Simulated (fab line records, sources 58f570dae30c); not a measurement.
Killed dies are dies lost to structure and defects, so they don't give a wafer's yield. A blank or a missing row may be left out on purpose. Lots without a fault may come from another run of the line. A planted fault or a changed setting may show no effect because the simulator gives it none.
Which tool did it? | flow berkeley_cmos170 | 14 lots, 42 wafers sampled, at 5 steps of a route of 331

WHAT THE GAUGES READ, wafer by wafer
UCB170_PWELL_TW_MEAS_17. Usual: PWELL_TW 377.7, standard deviation 2.8.
lot  | measured    | on            | PWELL_TW          | flag
L801 | day 3 19:17 | film_metro-02 | 374.5 373.4 375.0 |
L802 | day 3 19:33 | film_metro-02 | 375.4 374.9 376.4 |
L803 | day 3 19:54 | film_metro-03 | 379.4 379.7 377.2 |
L804 | day 4 04:41 | film_metro-04 | 380.7 378.8 378.9 |
L805 | day 4 16:07 | film_metro-02 | 376.6 375.6 376.2 |
L806 | day 4 16:35 | film_metro-02 | 375.3 375.0 375.0 |
L809 | day 5 00:15 | film_metro-02 | 375.8 373.7 376.1 |
L808 | day 5 01:00 | film_metro-04 | 379.4 381.6 378.0 |
L810 | day 5 10:19 | film_metro-03 | 378.7 377.9 377.1 |
L813 | day 5 21:08 | film_metro-04 | 379.8 382.0 379.1 |
L817 | day 6 14:19 | film_metro-02 | 372.1 373.0 373.8 |
L821 | day 7 16:04 | film_metro-02 | 374.2 375.9 376.4 |
L820 | day 7 16:26 | film_metro-04 | 378.5 381.0 380.1 |
L823 | day 8 12:13 | film_metro-04 | 383.1 384.7 381.7 |

UCB170_ACTIVE_CD_MEAS_13: target cd 1200 nm. Usual: cd_nm 1199.7 nm, standard deviation 1.3.
lot  | measured     | on        | cd_nm (nm)           | flag
L801 | day 5 09:37  | cd_sem-01 | 1199.2 1198.4 1198.6 |
L802 | day 5 09:08  | cd_sem-01 | 1200.7 1199.6 1200.9 |
L803 | day 5 09:03  | cd_sem-02 | 1200.4 1198.8 1200.4 |
L804 | day 5 16:11  | cd_sem-02 | 1198.7 1199.0 1198.6 |
L805 | day 6 08:50  | cd_sem-02 | 1198.5 1197.8 1199.3 |
L806 | day 6 09:05  | cd_sem-01 | 1199.4 1200.3 1200.4 |
L809 | day 6 14:49  | cd_sem-01 | 1201.2 1200.6 1201.2 |
L808 | day 6 15:07  | cd_sem-01 | 1199.0 1199.2 1198.4 |
L810 | day 7 00:26  | cd_sem-01 | 1200.0 1198.5 1198.9 |
L813 | day 7 12:08  | cd_sem-01 | 1200.5 1200.9 1200.7 |
L817 | day 8 08:50  | cd_sem-02 | 1200.0 1201.2 1201.4 |
L821 | day 9 08:59  | cd_sem-02 | 1200.2 1199.4 1199.3 |
L820 | day 9 09:22  | cd_sem-01 | 1201.3 1200.4 1200.8 |
L823 | day 10 03:20 | cd_sem-01 | 1198.7 1198.6 1198.9 |

UCB170_NVT_OVL_MEAS_06. Usual: NVT_OVL -6 nm, standard deviation 5.6.
lot  | measured     | on         | NVT_OVL (nm) | flag
L801 | day 7 01:23  | overlay-01 | -11 -5 -9    |
L802 | day 7 01:17  | overlay-01 | -9 -8 -2     |
L803 | day 7 01:39  | overlay-02 | -7 -7 -14    |
L804 | day 7 12:29  | overlay-01 | -6 4 -3      |
L805 | day 8 13:41  | overlay-01 | -5 -10 -5    |
L806 | day 8 14:25  | overlay-02 | -6 -14 -8    |
L809 | day 8 13:58  | overlay-02 | -7 -3 -7     |
L808 | day 8 14:04  | overlay-01 | -8 -11 4     |
L810 | day 9 08:24  | overlay-02 | -4 -4 2      |
L813 | day 9 23:01  | overlay-01 | -16 -13 -14  |
L817 | day 10 07:38 | overlay-01 | 5 -3 2       |
L821 | day 10 23:12 | overlay-02 | -5 1 -3      |
L820 | day 10 22:42 | overlay-01 | 0 5 2        |
L823 | day 11 20:44 | overlay-01 | 0 -2 -3      |

UCB170_M1_RS_MEAS_01: measures by four-point-probe. Usual: M1_AL_RS 0.0486 ohm/sq, standard deviation 0.00058.
lot  | measured     | on            | M1_AL_RS (ohm/sq)    | flag
L801 | day 9 04:23  | film_metro-04 | 0.0494 0.0492 0.0500 |
L802 | day 9 04:10  | film_metro-01 | 0.0494 0.0486 0.0493 |
L803 | day 9 04:32  | film_metro-03 | 0.0483 0.0480 0.0477 |
L804 | day 9 22:29  | film_metro-03 | 0.0493 0.0484 0.0489 |
L805 | day 10 17:01 | film_metro-03 | 0.0484 0.0482 0.0482 |
L806 | day 10 14:10 | film_metro-04 | 0.0486 0.0490 0.0487 |
L809 | day 10 17:17 | film_metro-03 | 0.0482 0.0488 0.0482 |
L808 | day 10 17:36 | film_metro-01 | 0.0493 0.0492 0.0490 |
L810 | day 11 01:32 | film_metro-01 | 0.0462 0.0478 0.0486 |
L813 | day 11 17:25 | film_metro-04 | 0.0488 0.0491 0.0487 |
L817 | day 12 02:01 | film_metro-04 | 0.0480 0.0462 0.0479 |
L821 | day 12 23:00 | film_metro-04 | 0.0488 0.0499 0.0485 |
L820 | day 12 22:46 | film_metro-01 | 0.0470 0.0474 0.0476 |
L823 | day 13 18:34 | film_metro-01 | 0.0496 0.0488 0.0485 |

WHICH TOOL RAN EACH LOT (tool, then ch and the chambers of the sampled wafers, then the start)
lot  | UCB170_M1_SPUTTER_00
L801 | pvd_sputter-03, day 9 04:20
L802 | pvd_sputter-02, day 9 04:05
L803 | pvd_sputter-04, day 9 04:27
L804 | pvd_sputter-03, day 9 22:24
L805 | pvd_sputter-03, day 10 16:57
L806 | pvd_sputter-04, day 10 14:05
L809 | pvd_sputter-02, day 10 17:14
L808 | pvd_sputter-04, day 10 17:30
L810 | pvd_sputter-04, day 11 01:28
L813 | pvd_sputter-03, day 11 17:22
L817 | pvd_sputter-04, day 12 01:56
L821 | pvd_sputter-03, day 12 22:56
L820 | pvd_sputter-02, day 12 22:42
L823 | pvd_sputter-03, day 13 18:30
- UCB170_M1_SPUTTER_00: material Al, target thk 600 nm, time 80 s.

WHAT THE TOOLS THEMSELVES READ (means of the sampled wafers that have a number; where no wafer has one, the mark that the record gives instead)
UCB170_M1_SPUTTER_00. Usual: throttle_valve_pct 30.6 %, standard deviation 1.1.
lot  | tool           | throttle_valve_pct (%) | flag
L801 | pvd_sputter-03 | 29.9                   |
L802 | pvd_sputter-02 | 31.8                   |
L803 | pvd_sputter-04 | 30.8                   |
L804 | pvd_sputter-03 | 29.9                   |
L805 | pvd_sputter-03 | 30.2                   |
L806 | pvd_sputter-04 | 30.9                   |
L809 | pvd_sputter-02 | 31.9                   |
L808 | pvd_sputter-04 | 31.1                   |
L810 | pvd_sputter-04 | 30.8                   |
L813 | pvd_sputter-03 | 29.9                   |
L817 | pvd_sputter-04 | 31.4                   |
L821 | pvd_sputter-03 | 29.7                   |
L820 | pvd_sputter-02 | 31.1                   |
L823 | pvd_sputter-03 | 30.7                   |

THE ANSWER, worked out from the rows above alone
Rule: a lot is off if the mean of its wafers that have a number lies more than 3 standard deviations from the usual mean. A lot without any number at a reading at which 4 lots or more have one is off too. The other lots that the step has rows for count as sound. The gauges are gone through in route order, then the tools' own readings, and for those a lot's mean is taken as printed above. The first step at which some lot is off is used, and at that step the reading that is off furthest; a lot without a number counts as furthest.
No lot is off at any reading shown: from this, nothing can be told.

WHAT THE SIMULATOR HAD PUT IN
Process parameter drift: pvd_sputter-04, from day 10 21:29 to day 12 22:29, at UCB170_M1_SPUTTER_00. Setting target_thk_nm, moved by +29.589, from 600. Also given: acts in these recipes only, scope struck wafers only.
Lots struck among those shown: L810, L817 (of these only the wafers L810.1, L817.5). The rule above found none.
